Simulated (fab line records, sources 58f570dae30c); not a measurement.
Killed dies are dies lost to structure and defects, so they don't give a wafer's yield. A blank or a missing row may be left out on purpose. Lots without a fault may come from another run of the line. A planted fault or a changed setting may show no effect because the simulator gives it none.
Tool commonality check | flow berkeley_cmos170 | 15 lots, 45 wafers sampled

WHY IT WAS OPENED
At UCB170_SDANNEAL_RS_MEAS_05 the reading NLDD_RS is flagged on 3 of 15 lots. Wafers without a fault read 616.6 ohm/sq, standard deviation 1.6.
Rule: a lot is flagged when every wafer of it that has a number lies more than 4 standard deviations from that mean, or none has a number. The other lots count as sound.

lot  | measured     | on            | NLDD_RS (ohm/sq), wafer by wafer | flag
L653 | day 7 17:20  | film_metro-04 | 614.0 617.4 616.8                |
L655 | day 8 09:03  | film_metro-02 | 619.8 618.9 618.2                |
L654 | day 8 09:04  | film_metro-01 | 613.8 613.6 614.0                |
L658 | day 9 02:49  | film_metro-01 | 615.4 616.5 616.6                |
L657 | day 9 03:39  | film_metro-04 | 615.7 612.9 615.3                |
L660 | day 9 13:43  | film_metro-04 | 616.5 618.1 617.5                |
L661 | day 9 13:59  | film_metro-01 | 619.8 617.0 617.5                |
L663 | day 10 11:52 | film_metro-04 | 618.6 618.8 617.4                |
L664 | day 10 12:15 | film_metro-02 | 616.5 617.1 618.0                |
L666 | day 11 01:41 | film_metro-01 | 614.9 614.1 615.3                |
L667 | day 11 01:47 | film_metro-04 | 558.9 566.3 565.1                | FLAGGED
L665 | day 11 02:05 | film_metro-02 | 618.7 617.9 620.6                |
L669 | day 11 23:22 | film_metro-02 | 558.7 555.4 575.5                | FLAGGED
L668 | day 11 23:52 | film_metro-04 | 550.0 545.6 567.1                | FLAGGED
L671 | day 12 07:02 | film_metro-04 | 614.5 614.9 615.9                |
The numbers of the flagged lots are 560.3 ohm/sq on average: -56.3 ohm/sq against the usual, or -35 standard deviations.

WHICH TOOL RAN EACH LOT
The record holds 3 process steps before the reading, out of a route of 331 steps. In each cell: the tool, then ch and the chambers that the sampled wafers went through, then the start.
lot  | flag    | UCB170_NLDD_IMPLANT_08          | UCB170_SDANNEAL_RTA_00           | UCB170_SDANNEAL_RTA_01
L653 |         | implanter-01 ch 0, day 7 04:16  | rtp_anneal-01 ch 0, day 7 16:49  | rtp_anneal-01 ch 0, day 7 16:53
L655 |         | implanter-01 ch 0, day 7 19:35  | rtp_anneal-02 ch 0, day 8 08:34  | rtp_anneal-02 ch 0, day 8 08:38
L654 |         | implanter-03 ch 0, day 7 19:10  | rtp_anneal-01 ch 0, day 8 08:34  | rtp_anneal-01 ch 0, day 8 08:38
L658 |         | implanter-04 ch 0, day 8 15:02  | rtp_anneal-02 ch 0, day 9 02:20  | rtp_anneal-02 ch 0, day 9 02:24
L657 |         | implanter-03 ch 0, day 8 15:29  | rtp_anneal-02 ch 0, day 9 03:10  | rtp_anneal-02 ch 0, day 9 03:14
L660 |         | implanter-01 ch 0, day 9 02:33  | rtp_anneal-01 ch 0, day 9 13:13  | rtp_anneal-01 ch 0, day 9 13:17
L661 |         | implanter-03 ch 0, day 9 02:08  | rtp_anneal-02 ch 0, day 9 13:29  | rtp_anneal-02 ch 0, day 9 13:34
L663 |         | implanter-03 ch 0, day 9 22:38  | rtp_anneal-02 ch 0, day 10 11:23 | rtp_anneal-02 ch 0, day 10 11:28
L664 |         | implanter-01 ch 0, day 9 22:59  | rtp_anneal-01 ch 0, day 10 11:46 | rtp_anneal-01 ch 0, day 10 11:50
L666 |         | implanter-03 ch 0, day 10 10:32 | rtp_anneal-02 ch 0, day 11 01:12 | rtp_anneal-02 ch 0, day 11 01:16
L667 | FLAGGED | implanter-01 ch 0, day 10 16:07 | rtp_anneal-01 ch 0, day 11 01:19 | rtp_anneal-01 ch 0, day 11 01:22
L665 |         | implanter-01 ch 0, day 10 10:46 | rtp_anneal-02 ch 0, day 11 01:37 | rtp_anneal-02 ch 0, day 11 01:40
L669 | FLAGGED | implanter-01 ch 0, day 11 08:10 | rtp_anneal-01 ch 0, day 11 22:51 | rtp_anneal-01 ch 0, day 11 22:55
L668 | FLAGGED | implanter-01 ch 0, day 11 07:34 | rtp_anneal-02 ch 0, day 11 23:22 | rtp_anneal-02 ch 0, day 11 23:26
L671 |         | implanter-04 ch 0, day 11 19:17 | rtp_anneal-02 ch 0, day 12 06:32 | rtp_anneal-02 ch 0, day 12 06:37
What these steps do:
- UCB170_NLDD_IMPLANT_08
- UCB170_SDANNEAL_RTA_00: time 10 s.
- UCB170_SDANNEAL_RTA_01: time 5 s.
- UCB170_SDANNEAL_RS_MEAS_05: measures by four-point-probe.

FLAGGED OVER TOTAL, TOOL BY TOOL (the gauges that took the reading come last)
step                       | tool          | lots run | flagged | share of the flagged lots | sound lots run after its first flagged lot
UCB170_NLDD_IMPLANT_08     | implanter-01  | 8        | 3       | all                       | 0
UCB170_NLDD_IMPLANT_08     | implanter-03  | 5        | 0       | none                      | -
UCB170_NLDD_IMPLANT_08     | implanter-04  | 2        | 0       | none                      | -
UCB170_SDANNEAL_RTA_00     | rtp_anneal-01 | 6        | 2       | some                      | 0
UCB170_SDANNEAL_RTA_00     | rtp_anneal-02 | 9        | 1       | some                      | 1 (L671)
UCB170_SDANNEAL_RTA_01     | rtp_anneal-01 | 6        | 2       | some                      | 0
UCB170_SDANNEAL_RTA_01     | rtp_anneal-02 | 9        | 1       | some                      | 1 (L671)
UCB170_SDANNEAL_RS_MEAS_05 | film_metro-01 | 4        | 0       | none                      | -
UCB170_SDANNEAL_RS_MEAS_05 | film_metro-02 | 4        | 1       | some                      | 0
UCB170_SDANNEAL_RS_MEAS_05 | film_metro-04 | 7        | 2       | some                      | 1 (L671)

WHAT THE TABLE ALLOWS
1 row of the table ran every flagged lot: implanter-01 at UCB170_NLDD_IMPLANT_08.
- implanter-01 at UCB170_NLDD_IMPLANT_08: 3 of its 8 lots flagged. Its last sound lot is L665 (day 10 10:46), its first flagged lot L667 (day 10 16:07): a fault that began between those two fits.
One tool is left: implanter-01 at UCB170_NLDD_IMPLANT_08.

WHAT THE SIMULATOR HAD PUT IN
Process parameter drift: implanter-01, from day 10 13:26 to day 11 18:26, at UCB170_NLDD_IMPLANT_08. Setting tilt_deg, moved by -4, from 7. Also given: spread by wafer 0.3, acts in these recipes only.
Lots struck among those shown: L667, L669, L668. The rule above found the same.
